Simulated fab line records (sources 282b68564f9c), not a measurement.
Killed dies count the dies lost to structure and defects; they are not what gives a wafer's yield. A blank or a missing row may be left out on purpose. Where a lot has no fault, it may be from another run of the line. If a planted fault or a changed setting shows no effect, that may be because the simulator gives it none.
2 desks looking at one fault | flow rit cmos | only its own numbers are on each desk; what lay behind them is given at the end

FOR THE TOOL OWNER'S DESK: iline stepper-01
The tool's own readings at RIT_GATE_EXPOSE_13 (exposes mask M6, target cd 150 nm): means of the sampled wafers that have a number, for each lot that ran on this tool. Marked OUT: a lot whose mean sits more than 4 standard deviations from the usual mean, which makes it out of limits; the brackets give that distance.
Columns: A = exposure dose mJ cm2 at RIT_GATE_EXPOSE_13, usual 378.7
lot  | first seen here | A
L326 | day 2 20:11     | 378.8
L328 | day 3 08:29     | 379.0
L332 | day 4 03:47     | 378.6
L333 | day 4 08:01     | 378.4
L335 | day 4 16:57     | 378.7
This desk's finding: nothing out of limits on any of the 5 lots.

METROLOGY DESK
What the gauges read for every lot (on any tool): the sampled wafers with a number, averaged. Marked OUT: a lot whose mean sits more than 4 standard deviations from the usual mean, which makes it out of limits; the brackets give that distance.
Columns: A = GATE_OVL at RIT_GATE_OVL_MEAS_17, usual 0.1 nm
lot  | first seen here | A
L325 | day 2 14:01     | 0.9
L326 | day 2 20:41     | 0.3
L327 | day 3 00:56     | -1.1
L328 | day 3 08:59     | -0.6
L329 | day 3 11:14     | -0.2
L331 | day 3 20:18     | 1.0
L332 | day 4 04:17     | -149.9 (-99 or more) OUT
L333 | day 4 08:29     | -149.4 (-99 or more) OUT
L335 | day 4 17:28     | -151.0 (-99 or more) OUT
L338 | day 5 08:17     | -0.8
L340 | day 5 18:08     | -0.6
L341 | day 6 00:56     | 0.8
L343 | day 6 10:20     | 1.4
This desk reports L332, L333, L335 out of limits; the earliest was L332 at day 4 04:17 (GATE_OVL at RIT_GATE_OVL_MEAS_17). L325, L326, L327, L328, L329, L331, L338, L340, L341, L343 stayed within limits.

BROUGHT TOGETHER
On L332, L333, L335, the metrology desk was in a position to raise an alarm at day 4 04:17.
The desk of the tool owner found nothing out of limits.
Tool owner's desk: L332, L333, L335 on record, inside its limits.
Of the lots named, all ran RIT_GATE_EXPOSE_13 on iline stepper-01.

WHAT HAD BEEN PUT IN BY THE SIMULATOR
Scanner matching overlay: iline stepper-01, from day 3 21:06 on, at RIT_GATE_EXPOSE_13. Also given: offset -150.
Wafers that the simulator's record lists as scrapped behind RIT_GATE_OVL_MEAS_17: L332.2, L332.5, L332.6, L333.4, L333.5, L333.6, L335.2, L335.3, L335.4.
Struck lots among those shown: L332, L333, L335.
Time in hours between the start of the fault and the first out-of-limits reading at each desk: metrology desk, 7.
